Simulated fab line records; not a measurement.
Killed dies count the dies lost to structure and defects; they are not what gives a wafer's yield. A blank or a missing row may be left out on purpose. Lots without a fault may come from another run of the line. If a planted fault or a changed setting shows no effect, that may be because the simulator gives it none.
What tool caused it?    flow berkeleyCmos170    Sampling: 14 lots, 42 wafers, 3 of 331 route steps

WHAT THE GAUGES SHOWED, per wafer
UCB170_ACTIVE_CD_MEAS_13 targets a cd of 1200 nm.
lot   measured     on        cdNm (nm)
L470  day 4 23:23  cdSem-01  1203.3 1204.9 1204.5
L469  day 4 23:28  cdSem-01  1200.1 1202.3 1200.4
L473  day 5 15:05  cdSem-01  1199.1 1199.7 1198.7
L474  day 5 15:23  cdSem-01  1197.2 1197.8 1198.2
L478  day 6 11:58  cdSem-01  1201.5 1199.9 1201.1
L479  day 6 12:04  cdSem-02  1199.7 1199.1 1198.4
L475  day 6 12:16  cdSem-02  1200.0 1200.3 1200.8
L477  day 6 12:36  cdSem-01  1200.1 1201.3 1200.4
L481  day 7 02:26  cdSem-01  1199.4 1199.4 1198.3
L482  day 7 10:55  cdSem-02  1198.6 1198.7 1199.3
L486  day 8 03:31  cdSem-02  1201.4 1199.5 1200.7
L488  day 8 13:35  cdSem-01  1199.3 1198.5 1199.1
L491  day 9 00:54  cdSem-01  1198.4 1196.7 1198.1
L492  day 9 13:45  cdSem-01  1197.9 1197.8 1197.9

UCB170_NVT_OVL_MEAS_06.
lot   measured      on          NVT_OVL (nm)
L470  day 6 11:28   overlay-02  6 5 6
L469  day 6 11:11   overlay-01  2 2 2
L473  day 7 01:37   overlay-02  -6 1 -2
L474  day 7 01:54   overlay-01  -4 0 2
L478  day 8 01:19   overlay-02  9 10 4
L479  day 8 01:40   overlay-02  0 2 3
L475  day 8 01:01   overlay-02  -3 1 -4
L477  day 8 00:41   overlay-01  1 5 4
L481  day 8 13:22   overlay-01  -12 -10 -7
L482  day 9 02:13   overlay-02  8 -1 3
L486  day 9 18:07   overlay-01  4 1 2
L488  day 10 02:37  overlay-02  -11 -5 -6
L491  day 10 19:53  overlay-01  7 8 1
L492  day 11 09:38  overlay-01  3 6 8

TOOL THAT RAN EACH LOT (tool first, then ch and the chambers of the sampled wafers, then the start)
lot   UCB170_PFIELD_STRIP_08
L470  plasmaAsher-02 ch 0,1, day 5 02:08
L469  plasmaAsher-01 ch 0,1, day 5 02:13
L473  plasmaAsher-04 ch 0,1, day 5 17:17
L474  plasmaAsher-04 ch 1, day 5 17:23
L478  plasmaAsher-04 ch 0,1, day 6 14:56
L479  plasmaAsher-02 ch 0,1, day 6 15:00
L475  plasmaAsher-04 ch 0,1, day 6 15:17
L477  plasmaAsher-02 ch 0,1, day 6 15:45
L481  plasmaAsher-01 ch 0,1, day 7 04:07
L482  plasmaAsher-02 ch 0,1, day 7 15:10
L486  plasmaAsher-02 ch 0, day 8 06:25
L488  plasmaAsher-01 ch 0,1, day 8 15:32
L491  plasmaAsher-02 ch 0,1, day 9 03:42
L492  plasmaAsher-01 ch 0,1, day 9 15:37
- UCB170_PFIELD_STRIP_08: strips in O2.

AS READ BY THE TOOLS THEMSELVES (means over the sampled wafers that have a number; for cases with no such wafer, the mark the record gives instead)
UCB170_PFIELD_STRIP_08.
lot   tool            drypumpMotorCurrentA (A)  oesProductAu (a.u.)  stripTimeToEndpointS (s)
L470  plasmaAsher-02  5.0                       0.735                21.63
L469  plasmaAsher-01  6.1                       0.736                21.60
L473  plasmaAsher-04  6.0                       0.733                21.48
L474  plasmaAsher-04  6.2                       0.739                21.65
L478  plasmaAsher-04  6.0                       0.732                21.68
L479  plasmaAsher-02  5.0                       0.730                21.60
L475  plasmaAsher-04  6.0                       0.736                21.65
L477  plasmaAsher-02  5.3                       0.733                21.70
L481  plasmaAsher-01  6.2                       0.737                21.66
L482  plasmaAsher-02  5.2                       0.734                21.60
L486  plasmaAsher-02  5.6                       0.735                21.56
L488  plasmaAsher-01  6.3                       0.732                21.53
L491  plasmaAsher-02  5.0                       0.734                21.67
L492  plasmaAsher-01  6.3                       0.732                21.60

THE ANSWER, worked out from the rows above alone
Rule: usual is defined by the lots themselves. The widest of any qualifying gaps counts: lots, ordered by their means at a reading, are off when they make up no more than a third of the lots, leave a main group of 4 or more, and stand apart from it by 3 or more times the standard deviation of that group's means. Not used: any main group whose means are identical at the precision the tables above print for the reading. A lot without any number at a reading at which 4 lots or more have one is off too. Any other lot the step has rows for is counted as sound. First the gauges in route order, then the tools' own readings, where a lot's mean is used as printed above. The first step at which some lot is off is used, and at that step the reading that is off furthest; a lot without a number counts as furthest.
Nothing can be told from this: no lot is off at any reading shown.

WHAT WAS PUT IN BY THE SIMULATOR
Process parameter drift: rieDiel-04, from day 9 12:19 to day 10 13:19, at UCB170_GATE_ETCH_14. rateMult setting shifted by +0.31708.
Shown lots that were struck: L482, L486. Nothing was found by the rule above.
